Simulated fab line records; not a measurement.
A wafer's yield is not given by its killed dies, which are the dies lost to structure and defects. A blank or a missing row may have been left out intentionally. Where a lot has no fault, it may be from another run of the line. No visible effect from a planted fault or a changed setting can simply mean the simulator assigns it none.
fab line records	flow rit_cmos
record lots=14	wafers=42	last_day=7
route steps=202 shown REOX@102 NLDD@112 SPACER@128 SDANNEAL@156 M1@201
lots that met no fault: from a run of the same line without faults
start_h: hours from the record's first day to the start of the lot's first wafer shown	wait_h: how many hours have passed since the lot's step before this one	" as in the row above	L1.1+2: a row that stands for several wafers	- value missing, or start not given	* or withheld: withheld	< > ~ a bound
route shown NAME@n: names a module that has steps shown in the file, with the first one's number in the route	usual: mean/standard deviation taken from wafers without a fault	same: alike in all rows	chamber/n: place in a boat	sites: each site's reading	_std_site: their standard deviation	_edge_site: mean of outer sites minus mean of inner sites	radius_mm: for every site, how far away it sits from the centre of the wafer	mask NAME#n: copy n	behind: tool/chamber where the wafer was last shaped	hold: why the lot was held/for how many hours/how that ended	device: names the non-switching transistor (n, p or np)	end of line: the tests these same wafers got at the end of their route	where a step has no rows: the recipe by itself	killed: not the wafer's yield, but the dies lost to structure and defects at the first sort	map: the dies of a wafer, with x for killed, . for not killed, _ for no die there
set.NAME: the setting that was run; set.NAME@STEP: the one run at that earlier step	model.NAME: the simulator's own value behind a step, which no gauge read
the route's steps for a sample of lots (tables are steps, rows are wafers)
services: a tool's chamber out of use, with start hour (start_h, from the record's first day; less than 0 if before it), hours out, and reason
## steps
# step RIT_REOX_THK_MEAS_04
# recipe reads=SiO2_of_REOX_OXIDATION_03
# usual REOX_OXIDE_THK=25.0/0.38
lot.wafer	tool	chamber	start_h	wait_h	REOX_OXIDE_THK[nm]
L215.2	film_metro-01	-	40.60	0.0	25.5
L215.3	"	-	"	"	25.5
L215.6	"	-	"	"	25.2
L217.2	film_metro-01	-	49.64	0.0	24.7
L217.3	"	-	"	"	24.6
L217.6	"	-	"	"	24.7
L218.1	film_metro-01	-	56.25	0.0	25.9
L218.3	"	-	"	"	25.3
L218.6	"	-	"	"	25.6
L219.3	film_metro-02	-	63.81	0.0	25.2
L219.4	"	-	"	"	25.7
L219.5	"	-	"	"	25.3
L220.1	film_metro-02	-	65.35	0.0	25.0
L220.2	"	-	"	"	25.0
L220.5	"	-	"	"	25.0
L221.3	film_metro-03	-	72.40	0.0	24.9
L221.5	"	-	"	"	25.3
L221.6	"	-	"	"	24.7
L222.1	film_metro-01	-	77.23	0.0	25.3
L222.2	"	-	"	"	25.4
L222.5	"	-	"	"	25.7
L225.3	film_metro-01	-	89.83	0.0	25.0
L225.4	"	-	"	"	24.5
L225.6	"	-	"	"	25.1
L231.3	film_metro-02	-	120.19	0.0	24.6
L231.5	"	-	"	"	25.5
L231.6	"	-	"	"	24.9
L232.1	film_metro-01	-	128.54	0.0	24.2
L232.2	"	-	"	"	24.6
L232.3	"	-	"	"	24.6
L233.1	film_metro-01	-	133.76	0.0	24.7
L233.2	"	-	"	"	24.8
L233.4	"	-	"	"	24.8
L234.1	film_metro-01	-	137.02	0.0	25.2
L234.3	"	-	"	"	25.5
L234.6	"	-	"	"	25.1
L235.4	film_metro-03	-	141.53	0.0	24.7
L235.5	"	-	"	"	24.1
L235.6	"	-	"	"	24.4
L238.1	film_metro-02	-	158.58	0.0	25.6
L238.2	"	-	"	"	25.4
L238.6	"	-	"	"	25.6
# step RIT_NLDD_STRIP_09
# recipe chemistry=O2	time_s=180	resist=NOVOLAK	platen_temp_c=withheld	power_w=500	pressure_mtorr=4000	o2_flow_sccm=4000
# usual drypump_motor_current_A=5.5/0.38	o2_flow_sccm=4000/11
lot.wafer	tool	chamber	start_h	wait_h	drypump_motor_current_A	o2_flow_sccm	rf_hours_counter_h
L215.2	plasma_asher-01	0	42.00	0.1	5.3	4006	40
L215.3	"	0	"	"	5.4	4005	-
L215.6	"	1	"	"	6.2	3991	-
L217.2	plasma_asher-03	1	51.14	0.1	5.8	3989	41
L217.3	"	0	"	"	5.0	4013	-
L217.6	"	0	"	"	5.0	3996	-
L218.1	plasma_asher-04	0	57.49	0.1	5.7	3988	26
L218.3	"	1	"	"	5.3	4003	-
L218.6	"	0	"	"	5.7	3989	-
L219.3	plasma_asher-01	0	65.24	0.1	5.3	4000	-
L219.4	"	1	"	"	6.2	4005	-
L219.5	"	1	"	"	6.1	3993	-
L220.1	plasma_asher-03	0	66.60	0.1	5.0	3994	42
L220.2	"	1	"	"	5.8	4007	42
L220.5	"	1	"	"	5.8	3986	-
L221.3	plasma_asher-03	0	73.81	0.1	4.9	3992	-
L221.5	"	0	"	"	5.0	3997	-
L221.6	"	1	"	"	5.8	4000	-
L222.1	plasma_asher-03	0	78.74	0.1	4.9	3985	44
L222.2	"	1	"	"	5.8	3997	44
L222.5	"	1	"	"	5.8	3998	-
L225.3	plasma_asher-03	0	91.11	0.1	5.0	3999	-
L225.4	"	1	"	"	5.8	3975	-
L225.6	"	0	"	"	5.0	4012	-
L231.3	plasma_asher-01	0	121.74	0.1	5.3	3997	-
L231.5	"	0	"	"	5.3	4007	-
L231.6	"	1	"	"	6.2	3989	-
L232.1	plasma_asher-04	0	130.10	0.1	5.7	4019	34
L232.2	"	1	"	"	5.3	3988	34
L232.3	"	0	"	"	5.7	3993	-
L233.1	plasma_asher-01	0	135.00	0.1	5.3	3993	2
L233.2	"	1	"	"	6.1	4003	2
L233.4	"	1	"	"	6.2	3997	-
L234.1	plasma_asher-03	1	138.26	0.1	5.8	3989	50
L234.3	"	0	"	"	5.0	4005	-
L234.6	"	0	"	"	5.0	4003	-
L235.4	plasma_asher-01	1	142.87	0.1	6.2	4010	-
L235.5	"	1	"	"	6.1	4018	-
L235.6	"	0	"	"	5.3	4011	-
L238.1	plasma_asher-03	1	159.84	0.1	5.8	4012	53
L238.2	"	0	"	"	5.0	3999	53
L238.6	"	1	"	"	5.8	4000	-
# step RIT_SPACER_CVD_03
# recipe material=Si3N4	target_thk_nm=250	temp_c=810	precursor=SiH2Cl2/NH3	time_s=3300	pressure_mtorr=300	sih2cl2_flow_sccm=60	nh3_flow_sccm=150
# usual zone_power_load_pct=21.8/2.8
lot.wafer	tool	chamber	start_h	wait_h	zone_power_load_pct
L215.2	lpcvd-01	0	44.15	0.0	25.0
L215.3	"	0	"	"	25.3
L215.6	"	0	"	"	25.6
L217.2	lpcvd-02	0	53.37	0.0	24.1
L217.3	"	0	"	"	24.0
L217.6	"	0	"	"	23.6
L218.1	lpcvd-02	1	59.75	0.0	21.2
L218.3	"	1	"	"	21.4
L218.6	"	1	"	"	21.2
L219.3	lpcvd-01	0	67.33	0.0	25.5
L219.4	"	0	"	"	25.2
L219.5	"	0	"	"	25.1
L220.1	lpcvd-02	1	69.26	0.5	21.4
L220.2	"	1	"	"	21.4
L220.5	"	1	"	"	21.3
L221.3	lpcvd-02	1	75.90	0.0	21.1
L221.5	"	1	"	"	21.3
L221.6	"	1	"	"	21.2
L222.1	lpcvd-01	1	81.25	0.0	18.3
L222.2	"	1	"	"	17.9
L222.5	"	1	"	"	18.7
L225.3	lpcvd-02	1	93.53	0.1	21.5
L225.4	"	1	"	"	21.1
L225.6	"	1	"	"	21.4
L231.3	lpcvd-01	1	123.84	0.0	18.8
L231.5	"	1	"	"	18.5
L231.6	"	1	"	"	18.5
L232.1	lpcvd-02	1	132.48	0.4	21.3
L232.2	"	1	"	"	21.4
L232.3	"	1	"	"	21.3
L233.1	lpcvd-01	1	137.20	0.0	18.6
L233.2	"	1	"	"	18.6
L233.4	"	1	"	"	18.7
L234.1	lpcvd-01	0	140.41	0.0	25.0
L234.3	"	0	"	"	25.2
L234.6	"	0	"	"	25.4
L235.4	lpcvd-01	1	144.90	0.0	18.3
L235.5	"	1	"	"	18.9
L235.6	"	1	"	"	18.6
L238.1	lpcvd-01	1	161.87	0.0	18.6
L238.2	"	1	"	"	18.7
L238.6	"	1	"	"	18.7
# step RIT_SPACER_THK_MEAS_04
# recipe reads=Si3N4_of_SPACER_CVD_03
# usual SPACER_NITRIDE_THK=250.8/2.1
lot.wafer	tool	chamber	start_h	wait_h	SPACER_NITRIDE_THK[nm]
L215.2	film_metro-04	-	46.07	0.0	253.4
L215.3	"	-	"	"	254.3
L215.6	"	-	"	"	255.0
L217.2	film_metro-04	-	56.26	0.0	246.0
L217.3	"	-	"	"	247.8
L217.6	"	-	"	"	247.8
L218.1	film_metro-03	-	61.66	0.0	248.3
L218.3	"	-	"	"	249.1
L218.6	"	-	"	"	247.9
L219.3	film_metro-03	-	70.22	0.0	254.2
L219.4	"	-	"	"	254.9
L219.5	"	-	"	"	255.9
L220.1	film_metro-04	-	71.18	0.0	248.7
L220.2	"	-	"	"	249.6
L220.5	"	-	"	"	250.3
L221.3	film_metro-04	-	77.84	0.0	252.3
L221.5	"	-	"	"	254.5
L221.6	"	-	"	"	253.6
L222.1	film_metro-04	-	84.13	0.0	246.5
L222.2	"	-	"	"	247.0
L222.5	"	-	"	"	247.8
L225.3	film_metro-04	-	95.47	0.6	82.7
L225.4	"	-	"	"	83.1
L225.6	"	-	"	"	81.3
L231.3	film_metro-03	-	125.78	0.0	248.9
L231.5	"	-	"	"	248.9
L231.6	"	-	"	"	250.2
L232.1	film_metro-03	-	134.40	0.6	83.4
L232.2	"	-	"	"	81.6
L232.3	"	-	"	"	85.6
L233.1	film_metro-03	-	140.08	0.0	249.0
L233.2	"	-	"	"	247.9
L233.4	"	-	"	"	249.8
L234.1	film_metro-01	-	144.73	0.0	252.3
L234.3	"	-	"	"	253.5
L234.6	"	-	"	"	253.8
L235.4	film_metro-03	-	147.81	0.0	249.4
L235.5	"	-	"	"	249.4
L235.6	"	-	"	"	251.2
L238.1	film_metro-04	-	164.75	0.0	250.2
L238.2	"	-	"	"	250.8
L238.6	"	-	"	"	252.1
# step RIT_SPACER_ETCHBACK_05
# recipe target_depth_a=2500	SF6_flow_sccm=30	CHF3_flow_sccm=30	target=Si3N4	chemistry=SF6/CHF3	pressure_mtorr=40	rf_w=250	time_s=240	stop_on=SiO2
# usual drypump_motor_current_A=6.0/0.58	oes_product_au=0.849/0.012	throttle_valve_pct=10.29/0.16
lot.wafer	tool	chamber	start_h	wait_h	drypump_motor_current_A	oes_product_au	rf_hours_counter_h	throttle_valve_pct
L215.2	rie_diel-04	3	46.12	0.0	6.7	0.854	60	10.60
L215.3	"	1	"	"	6.5	0.856	98	10.43
L215.6	"	2	"	"	5.3	0.848	-	10.17
L217.2	rie_diel-01	1	56.31	0.0	6.3	0.811	70	10.22
L217.3	"	2	"	"	6.4	0.840	6	10.23
L217.6	"	0	"	"	6.4	0.843	-	10.09
L218.1	rie_diel-04	3	61.72	0.1	6.7	0.838	60	10.59
L218.3	"	1	"	"	6.5	0.839	98	10.44
L218.6	"	2	"	"	5.4	0.835	-	10.16
L219.3	rie_diel-04	0	70.26	0.0	6.5	0.862	108	10.31
L219.4	"	3	"	"	6.7	0.852	60	10.61
L219.5	"	3	"	"	6.7	0.846	-	10.59
L220.1	rie_diel-02	1	71.24	0.1	5.7	0.863	26	10.06
L220.2	"	0	"	"	5.4	0.842	8	10.21
L220.5	"	2	"	"	5.4	0.864	-	10.37
L221.3	rie_diel-04	0	77.88	0.0	6.5	0.850	108	10.31
L221.5	"	0	"	"	6.5	0.866	-	10.32
L221.6	"	3	"	"	6.7	0.851	-	10.60
L222.1	rie_diel-02	2	84.19	0.1	5.4	0.862	6	10.35
L222.2	"	0	"	"	5.4	0.834	8	10.22
L222.5	"	1	"	"	5.8	0.853	-	10.08
L225.3	rie_diel-02	2	95.51	0.0	5.4	0.447	6	10.20
L225.4	"	3	"	"	6.2	0.430	107	10.17
L225.6	"	3	"	"	6.2	0.426	-	10.15
L231.3	rie_diel-04	3	125.82	0.0	6.7	0.834	61	10.60
L231.5	"	2	"	"	5.3	0.834	-	10.15
L231.6	"	3	"	"	6.7	0.846	-	10.59
L232.1	rie_diel-04	0	134.46	0.1	6.6	0.443	109	10.16
L232.2	"	2	"	"	5.3	0.429	108	10.01
L232.3	"	1	"	"	6.5	0.449	99	10.29
L233.1	rie_diel-02	1	140.14	0.1	5.7	0.858	27	10.07
L233.2	"	0	"	"	5.4	0.830	10	10.21
L233.4	"	3	"	"	6.2	0.831	107	10.30
L234.1	rie_diel-02	2	144.79	0.1	5.4	0.871	7	10.37
L234.3	"	1	"	"	5.7	0.869	27	10.06
L234.6	"	1	"	"	5.8	0.870	-	10.06
L235.4	rie_diel-04	1	147.84	0.0	6.5	0.851	99	10.42
L235.5	"	0	"	"	6.6	0.853	-	10.28
L235.6	"	1	"	"	6.5	0.856	-	10.44
L238.1	rie_diel-04	0	164.81	0.1	6.5	0.861	109	10.31
L238.2	"	3	"	"	6.7	0.846	62	10.60
L238.6	"	0	"	"	6.5	0.858	-	10.30
# step RIT_SDANNEAL_RTA_03
# recipe temp_c=1050	time_s=5	idle_temp_c=600	ramp_up_c_per_s=342	ramp_down_c_per_s=171	cool_to_c=600	ambient=N2
# usual wafer_temp_C_max=1053.5/1.3
lot.wafer	tool	chamber	start_h	wait_h	wafer_temp_C_max
L215.2	rtp_anneal-02	0	49.66	0.0	1052.4
L215.3	"	0	"	"	1052.3
L215.6	"	0	"	"	1053.2
L217.2	rtp_anneal-02	0	59.84	0.0	1053.5
L217.3	"	0	"	"	1053.3
L217.6	"	0	"	"	1055.8
L218.1	rtp_anneal-01	0	65.22	0.0	1053.2
L218.3	"	0	"	"	1051.7
L218.6	"	0	"	"	1052.8
L219.3	rtp_anneal-02	0	73.92	0.0	1050.7
L219.4	"	0	"	"	1052.3
L219.5	"	0	"	"	1053.4
L220.1	rtp_anneal-01	0	75.03	0.0	1052.3
L220.2	"	0	"	"	1054.8
L220.5	"	0	"	"	1052.5
L221.3	rtp_anneal-02	0	81.61	0.0	1053.9
L221.5	"	0	"	"	1052.2
L221.6	"	0	"	"	1055.0
L222.1	rtp_anneal-01	0	87.71	0.0	1052.3
L222.2	"	0	"	"	1053.2
L222.5	"	0	"	"	1052.7
L225.3	rtp_anneal-02	0	99.01	0.0	1052.9
L225.4	"	0	"	"	1054.8
L225.6	"	0	"	"	1053.9
L231.3	rtp_anneal-02	0	129.48	0.0	1053.2
L231.5	"	0	"	"	1053.8
L231.6	"	0	"	"	1053.7
L232.1	rtp_anneal-01	0	137.82	0.0	1053.0
L232.2	"	0	"	"	1051.7
L232.3	"	0	"	"	1053.9
L233.1	rtp_anneal-02	0	143.69	0.0	1056.9
L233.2	"	0	"	"	1053.6
L233.4	"	0	"	"	1053.3
L234.1	rtp_anneal-01	0	148.29	0.0	1052.4
L234.3	"	0	"	"	1056.8
L234.6	"	0	"	"	1055.3
L235.4	rtp_anneal-02	0	151.49	0.0	1051.9
L235.5	"	0	"	"	1051.3
L235.6	"	0	"	"	1054.5
L238.1	rtp_anneal-01	0	168.17	0.0	1055.2
L238.2	"	0	"	"	1053.8
L238.6	"	0	"	"	1053.5
# step RIT_M1_BOW_MEAS_16
# recipe mode=bow
# usual M1_BOW=17/6.7
lot.wafer	tool	chamber	start_h	wait_h	M1_BOW[um]
L215.2	film_metro-01	-	57.08	0.0	5
L215.3	"	-	"	"	9
L215.6	"	-	"	"	14
L217.2	film_metro-01	-	68.47	0.0	3
L217.3	"	-	"	"	16
L217.6	"	-	"	"	27
L218.1	film_metro-01	-	73.55	0.0	16
L218.3	"	-	"	"	9
L218.6	"	-	"	"	22
L219.3	film_metro-01	-	81.30	0.0	16
L219.4	"	-	"	"	22
L219.5	"	-	"	"	26
L220.1	film_metro-02	-	82.76	0.0	8
L220.2	"	-	"	"	13
L220.5	"	-	"	"	20
L221.3	film_metro-02	-	89.19	0.0	21
L221.5	"	-	"	"	23
L221.6	"	-	"	"	28
L222.1	film_metro-04	-	95.07	0.0	26
L222.2	"	-	"	"	23
L222.5	"	-	"	"	13
L225.3	film_metro-04	-	106.24	0.0	3
L225.4	"	-	"	"	-3
L225.6	"	-	"	"	-5
L231.3	film_metro-01	-	138.14	0.0	8
L231.5	"	-	"	"	22
L231.6	"	-	"	"	17
L232.1	film_metro-04	-	146.09	0.0	-8
L232.2	"	-	"	"	-7
L232.3	"	-	"	"	-6
L233.1	film_metro-02	-	151.05	0.0	14
L233.2	"	-	"	"	19
L233.4	"	-	"	"	13
L234.1	film_metro-01	-	155.91	0.0	27
L234.3	"	-	"	"	26
L234.6	"	-	"	"	21
L235.4	film_metro-01	-	158.77	0.1	16
L235.5	"	-	"	"	29
L235.6	"	-	"	"	17
L238.1	film_metro-02	-	175.66	0.0	26
L238.2	"	-	"	"	6
L238.6	"	-	"	"	21
# step RIT_M1_PROBE_99
# usual killed_at_contacts=0.1/0.34	killed_at_front_end=7/3	killed_dies=7/3.1	killed_open=3.4/1.9	killed_short=3.4/2.1
# same gross_dies=264	killed_at_M0_to_M3=0	killed_at_M4_up=0	killed_at_back_side=0	killed_at_other=0
lot.wafer	tool	chamber	start_h	wait_h	killed_at_contacts	killed_at_front_end	killed_dies	killed_open	killed_short
L232.2	prober-01	-	146.26	0.1	0	4	4	4	0
# killed by level:class
L232.2 GATE:geometric_particle:open=4
## services
tool	chamber	start_h	hours	kind
rie_diel-04	0	24.03	4.2	repair
rie_diel-02	0	30.03	6.2	repair
rie_diel-02	-	44.53	2.8	pm
rtp_anneal-01	-	69.45	3.5	pm
rie_diel-04	1	74.75	5.0	repair
plasma_asher-01	-	108.75	9.0	pm
plasma_asher-01	0	108.75	9.0	vent_cycle
plasma_asher-01	1	108.75	9.0	vent_cycle
plasma_asher-01	0	117.75	-	clean
plasma_asher-01	1	117.75	-	clean
plasma_asher-04	-	130.92	14.6	repair
lpcvd-01	-	133.83	1.9	repair
rie_diel-01	2	138.51	1.3	repair
rie_diel-04	2	159.72	7.2	repair
rie_diel-02	-	167.25	0.5	repair
## key
first_sign step=RIT_SPACER_THK_MEAS_04	reading=SPACER_NITRIDE_THK	direction=down	sigmas=78	usual=250.8	struck=82.9
effect step=RIT_SPACER_ETCHBACK_05	reading=oes_product_au	direction=down	sigmas=33	usual=0.849	struck=0.437
effect step=RIT_M1_BOW_MEAS_16	reading=M1_BOW	direction=down	sigmas=3.2	usual=17	struck=-4
met_at RIT_SPACER_CVD_03
struck_lots L225,L232
struck_wafers L225.3,L225.4,L225.6,L232.1,L232.2,L232.3
tester_left_out L225,L232
not_acting_at RIT_REOX_THK_MEAS_04,RIT_NLDD_STRIP_09,RIT_SDANNEAL_RTA_03
onset_between 75.90 93.53
earlier_fault kind=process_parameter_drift	tool=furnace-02	chamber=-	onset_h=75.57	steps=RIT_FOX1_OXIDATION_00	channel=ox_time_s	offset=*	shape=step	end_h=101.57	acts_in=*	stated=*
fault kind=process_parameter_drift	tool=lpcvd-02	chamber=1	onset_h=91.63	steps=RIT_SPACER_CVD_03	channel=time_s	offset=*	shape=step	end_h=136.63	acts_in=*	stated=*
# tester_left_out: of these lots the tester's yield and bins aren't shown, on N5 and GAA mostly nor the transistor test; their killed dies are dies lost to structure and defects alone, not to doping, threshold or leakage, so they don't give the yield
